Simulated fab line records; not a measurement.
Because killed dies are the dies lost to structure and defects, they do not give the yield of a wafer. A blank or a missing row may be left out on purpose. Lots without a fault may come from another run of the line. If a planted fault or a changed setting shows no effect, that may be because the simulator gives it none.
Check for tools in common | flow berkeleyCmos170 | 48 wafers sampled across 14 lots

== WHY THIS WAS OPENED ==
2 of 14 lots carry a flag on the reading NSD_TW at UCB170_NSD_TW_MEAS_10. Wafers without a fault read 4199, standard deviation 22.
Rule: flag the lot when none of its wafers has a number, or when each of its wafers that has one lies beyond 4 standard deviations from that mean. The other lots count as sound.

lot  | measured     | on           | NSD_TW, wafer by wafer        | flag
L874 | day 7 02:07  | filmMetro-03 | 4194 4161 4180                | 
L876 | day 7 12:51  | filmMetro-02 | 4232 4224 4228                | 
L875 | day 7 13:06  | filmMetro-04 | 4208 4184 4197                | 
L877 | day 7 13:14  | filmMetro-03 | 4149 4170 4156                | 
L878 | day 7 17:30  | filmMetro-04 | 4195 4180 4194                | 
L879 | day 7 17:56  | filmMetro-03 | 4190 4172 4207                | 
L880 | day 8 02:43  | filmMetro-02 | 4222 4196 4220                | 
L882 | day 8 03:13  | filmMetro-04 | 4205 4219 4220                | 
L884 | day 9 01:41  | filmMetro-03 | 4179 4187 4212                | 
L887 | day 9 09:00  | filmMetro-04 | 4207 4198 4202                | 
L888 | day 10 03:57 | filmMetro-02 | 3765 3785 3779 3766 3784 3789 | FLAGGED
L889 | day 10 04:27 | filmMetro-02 | 3794 3806 3777 3802 3790 3794 | FLAGGED
L895 | day 11 05:31 | filmMetro-03 | 4164 4146 4179                | 
L896 | day 11 14:39 | filmMetro-03 | 4168 4175 4153                | 
The mean of the flagged lots' numbers is 3786, -413 from the usual (-19 standard deviations).

== TOOL THAT RAN EACH LOT ==
2 process steps preceding the reading are held in the record, out of 331 steps in the route. Cell contents, in order: the tool; ch with the chambers the sampled wafers went through; the start.
lot  | flag    | UCB170_NSD_IMPLANT_08           | UCB170_NSD_STRIP_09
L874 |         | implanter-03 ch 0, day 7 01:52  | plasmaAsher-01 ch 0,1, day 7 02:01
L876 |         | implanter-03 ch 0, day 7 12:37  | plasmaAsher-03 ch 0, day 7 12:44
L875 |         | implanter-01 ch 0, day 7 12:53  | plasmaAsher-03 ch 0,1, day 7 13:01
L877 |         | implanter-02 ch 0, day 7 13:01  | plasmaAsher-03 ch 0,1, day 7 13:08
L878 |         | implanter-03 ch 0, day 7 17:17  | plasmaAsher-01 ch 0,1, day 7 17:25
L879 |         | implanter-01 ch 0, day 7 17:41  | plasmaAsher-04 ch 0,1, day 7 17:50
L880 |         | implanter-02 ch 0, day 8 02:28  | plasmaAsher-04 ch 0,1, day 8 02:37
L882 |         | implanter-02 ch 0, day 8 02:58  | plasmaAsher-01 ch 0,1, day 8 03:07
L884 |         | implanter-01 ch 0, day 9 01:26  | plasmaAsher-01 ch 1, day 9 01:34
L887 |         | implanter-01 ch 0, day 9 08:45  | plasmaAsher-03 ch 0,1, day 9 08:54
L888 | FLAGGED | implanter-01 ch 0, day 10 03:43 | plasmaAsher-04 ch 0,1, day 10 03:50
L889 | FLAGGED | implanter-01 ch 0, day 10 04:14 | plasmaAsher-01 ch 0,1, day 10 04:22
L895 |         | implanter-02 ch 0, day 11 05:16 | plasmaAsher-04 ch 0,1, day 11 05:25
L896 |         | implanter-02 ch 0, day 11 14:24 | plasmaAsher-01 ch 0,1, day 11 14:33
These steps, and what they do:
- UCB170_NSD_IMPLANT_08
- UCB170_NSD_STRIP_09: strips in O2.
- UCB170_NSD_TW_MEAS_10

== FLAGGED OVER TOTAL, TOOL BY TOOL (the gauges that took the reading come last) ==
step                  | tool           | lots run | flagged | share of the flagged lots | sound lots run after its first flagged lot
UCB170_NSD_IMPLANT_08 | implanter-01   | 6        | 2       | all                       | 0
UCB170_NSD_IMPLANT_08 | implanter-02   | 5        | 0       | none                      | -
UCB170_NSD_IMPLANT_08 | implanter-03   | 3        | 0       | none                      | -
UCB170_NSD_STRIP_09   | plasmaAsher-01 | 6        | 1       | some                      | 1 (L896)
UCB170_NSD_STRIP_09   | plasmaAsher-03 | 4        | 0       | none                      | -
UCB170_NSD_STRIP_09   | plasmaAsher-04 | 4        | 1       | some                      | 1 (L895)
UCB170_NSD_TW_MEAS_10 | filmMetro-02   | 4        | 2       | all                       | 0
UCB170_NSD_TW_MEAS_10 | filmMetro-03   | 6        | 0       | none                      | -
UCB170_NSD_TW_MEAS_10 | filmMetro-04   | 4        | 0       | none                      | -

== THE TABLE: WHAT IT ALLOWS ==
2 rows of the table ran every flagged lot: implanter-01 at UCB170_NSD_IMPLANT_08, filmMetro-02 at UCB170_NSD_TW_MEAS_10.
- implanter-01 at UCB170_NSD_IMPLANT_08: 2 of its 6 lots flagged. It ran its last sound lot, L887, at day 9 08:45 and its first flagged lot, L888, at day 10 03:43: a fault with its onset between the two fits. Its own readings lie more than 4 standard deviations out on every wafer of the flagged lots: beamEnergyKeV.
- filmMetro-02 at UCB170_NSD_TW_MEAS_10: 2 of its 4 lots flagged. It ran its last sound lot, L880, at day 8 02:43 and its first flagged lot, L888, at day 10 03:57: a fault with its onset between the two fits.
These 2 tools cannot be told apart by counting lots, since each of them fits a fault that started at some hour. More lots, or a look at what each step does to the wafer, might.

== WHAT THE SIMULATOR PUT IN ==
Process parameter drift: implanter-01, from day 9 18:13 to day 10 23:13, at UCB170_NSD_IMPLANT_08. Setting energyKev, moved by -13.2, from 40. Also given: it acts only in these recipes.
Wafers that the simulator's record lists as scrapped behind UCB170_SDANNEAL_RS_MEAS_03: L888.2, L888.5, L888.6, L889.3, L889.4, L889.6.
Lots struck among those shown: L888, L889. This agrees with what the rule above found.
